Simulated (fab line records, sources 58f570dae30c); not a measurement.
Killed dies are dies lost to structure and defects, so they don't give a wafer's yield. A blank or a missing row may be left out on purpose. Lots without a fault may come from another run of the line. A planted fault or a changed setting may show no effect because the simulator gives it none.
A struck lot beside a sound one | flow berkeley_cmos170 | 15 steps out of a route of 331
Sound: wafers L352.1, L352.2, L352.4. Struck: wafers L361.1, L361.4, L361.6. The cause comes at the end.
At each step with rows: each side's tool, then ch and its chambers, then its first start. Under that, the readings that differ: sound wafers | struck wafers | difference of the means | sigmas: that difference in standard deviations of wafers without a fault.
alike: readings whose means differ by less than 2 such deviations, and words and numbers that are the same on both sides. not compared: withheld readings, readings that some wafer has no value for, bounds like >300 that may hide the same value, and numbers for which the record gives no deviation and whose values overlap.
The two part at a step that has a row with sigmas, a row that says differs or no value, or rows on one side only. Numbers that don't overlap but have no deviation are shown without sigmas and don't part them. A reading that every wafer of one side lacks parts them only if that side has two wafers or more.

UCB170_M1_RS_MEAS_01: measures by four-point-probe.
  sound on film_metro-01, day 8 19:16; struck on film_metro-02, day 11 00:41
  alike: M1_AL_RS
UCB170_M1_THK_MEAS_02: measures by xrf.
  sound on film_metro-01, day 8 19:23; struck on film_metro-02, day 11 00:49
  alike: M1_AL_THK
then, 6 steps without rows for these wafers: UCB170_M1_COAT_03; UCB170_M1_COAT_04 (resist thk 900 nm); UCB170_M1_SOFTBAKE_05 (time 60 s); UCB170_M1_EXPOSE_06 (exposes mask METAL1, target cd 700 nm); UCB170_M1_PEB_07; UCB170_M1_DEVELOP_08 (develop time 45 s).
UCB170_M1_CD_MEAS_09: target cd 700 nm.
  sound on cd_sem-01, day 8 20:59; struck on cd_sem-02, day 11 02:59
  alike: cd_nm
UCB170_M1_OVL_MEAS_10:
  sound on overlay-02, day 8 21:06; struck on overlay-02, day 11 03:07
  alike: M1_OVL
UCB170_M1_ETCH_11: etches BARC in N2/H2.
  sound on rie_diel-02 ch 0,1, day 8 21:08; struck on rie_diel-04 ch 0,2,3, day 11 03:09
  alike: drypump_motor_current_A, oes_product_au, throttle_valve_pct
UCB170_M1_METAL_ETCH_12: etches Al in Cl2/BCl3, stops on PSG, target depth 780 nm, time 130 s.
  sound on rie_metal-02 ch 0, day 8 21:11; struck on rie_metal-02 ch 0, day 11 03:11
  alike: drypump_motor_current_A, oes_product_au, throttle_valve_pct
  not compared: rf_hours_counter_h
UCB170_M1_STRIP_13: strips in O2.
  sound on plasma_asher-04 ch 0,1, day 8 21:27; struck on plasma_asher-04 ch 0,1, day 11 03:19
  no value came back on the struck wafers for chamber_pressure_mTorr (mTorr), drypump_motor_current_A (A), o2_flow_sccm (sccm), oes_product_au (a.u.); on the sound wafers chamber_pressure_mTorr (mTorr) reads 3498 3496 3502
  reading                             | sound | struck            | difference | sigmas
  model.KrF_of_M1_COAT_04.thk_nm (nm) | 0 0 0 | 446.1 442.4 440.7 | +443.1     |
  not compared: rf_hours_counter_h
UCB170_M1_CD_MEAS_90: target cd 700 nm.
  sound on cd_sem-02, day 8 21:33; struck on cd_sem-01, day 11 03:25
  alike: cd_nm
UCB170_M3_PROBE_99:
  the record has rows for the struck wafers here (prober-01, day 11 19:00) and none for the sound ones

WHERE THEY PART
First at UCB170_M1_STRIP_13; last, within this record, at UCB170_M3_PROBE_99.

WHY: what the simulator had put in
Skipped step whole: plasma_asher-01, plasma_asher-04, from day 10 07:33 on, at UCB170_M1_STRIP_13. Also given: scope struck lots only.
